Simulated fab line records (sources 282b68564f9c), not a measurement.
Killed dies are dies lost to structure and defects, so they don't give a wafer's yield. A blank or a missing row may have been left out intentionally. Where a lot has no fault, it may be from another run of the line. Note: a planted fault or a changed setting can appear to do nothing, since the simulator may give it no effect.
Comparing a struck lot with a sound one + flow rit-cmos + 15 out of 202 route steps
Sound: these wafers, L491.3, L491.5, L491.6. The struck wafers were L502.2, L502.3, L502.4. The cause is given at the end.
For every step that has rows: the tool of each side, followed by ch and its chambers, followed by its first start. Under that, the readings that differ: sound wafers + struck wafers + difference of the means + sigmas: that difference in standard deviations of wafers without a fault.
alike: a reading whose means differ by less than 2 such deviations, as well as words and numbers matching on both sides. not compared: withheld readings; readings where some wafer has no value; bounds like >300 that might hide an equal value; numbers whose values overlap and for which the record gives no deviation.
The two part at a step that has a row with sigmas, a row that says differs or no value, or rows on one side only. Numbers that have no deviation but don't overlap get no sigmas and don't part them. A reading that every wafer of one side lacks parts them only if that side has two wafers or more.

RIT_M1_RS_MEAS_01: a four-point-probe measurement.
  sound on film-metro-01 at day 3 10:50; struck on film-metro-01 at day 5 17:11
  alike: M1_AL_RS
RIT_M1_THK_MEAS_02: measures by xrf.
  sound on film-metro-01 at day 3 10:56; struck on film-metro-01 at day 5 17:18
  alike: M1_AL_THK
then, 6 steps without rows for these wafers: RIT_M1_HMDS_03 (prime time 60 s); RIT_M1_COAT_04 (resist thk 1300 nm); RIT_M1_SOFTBAKE_05 (time 60 s); RIT_M1_EXPOSE_06 (exposes mask M12, target cd 2600 nm); RIT_M1_PEB_07; RIT_M1_DEVELOP_08 (develop time 68 s).
RIT_M1_CD_MEAS_09: target cd 2600 nm.
  sound on cd-sem-01 at day 3 12:01; struck on cd-sem-01 at day 5 18:23
  alike: cd-nm
RIT_M1_OVL_MEAS_10:
  sound on overlay-02 at day 3 12:07; struck on overlay-01 at day 5 18:29
  alike: M1_OVL
then, 1 step without rows for these wafers: RIT_M1_HARDBAKE_11 (time 120 s).
RIT_M1_METAL_ETCH_12: etches Al in Cl2/BCl3, stops on SiO2, time 165 s, target depth 600 nm.
  sound on rie-metal-03 ch 0,1, day 3 12:26; struck on rie-metal-02 ch 0,1, day 5 18:46
  alike: drypump-motor-current-A, oes-product-au, throttle-valve-pct
  not compared: rf-hours-counter-h
RIT_M1_STRIP_13: strips in nmp, time 600 s.
  sound on wet-bench-01 ch 0, day 3 12:33; struck on wet-bench-02 ch 1, day 5 18:56
| reading          | sound       | struck      | difference | sigmas |
|------------------|-------------|-------------|------------|--------|
| run-length-s (s) | 626 626 626 | 568 568 568 | -58        | -14    |
RIT_M1_STRIP_14: strips in O2, time 180 s.
  sound on plasma-asher-01 ch 0,1, day 3 12:47; struck on plasma-asher-01 ch 0,1, day 5 19:07
  alike: drypump-motor-current-A, rf-refl-power-W, run-length-s
  not compared: rf-hours-counter-h
RIT_M1_PROBE_99:
  sound on prober-01 at day 3 15:42; struck on prober-02 at day 5 22:53
  alike: killed-at-contacts, killed-at-front-end, killed-dies, killed-on-rim, killed-open, killed-short

WHERE THEY PART
Only at RIT_M1_STRIP_13, within this record. Later steps at which nothing parts them and some readings are alike: RIT_M1_STRIP_14, RIT_M1_PROBE_99.

WHY: the cause the simulator had injected
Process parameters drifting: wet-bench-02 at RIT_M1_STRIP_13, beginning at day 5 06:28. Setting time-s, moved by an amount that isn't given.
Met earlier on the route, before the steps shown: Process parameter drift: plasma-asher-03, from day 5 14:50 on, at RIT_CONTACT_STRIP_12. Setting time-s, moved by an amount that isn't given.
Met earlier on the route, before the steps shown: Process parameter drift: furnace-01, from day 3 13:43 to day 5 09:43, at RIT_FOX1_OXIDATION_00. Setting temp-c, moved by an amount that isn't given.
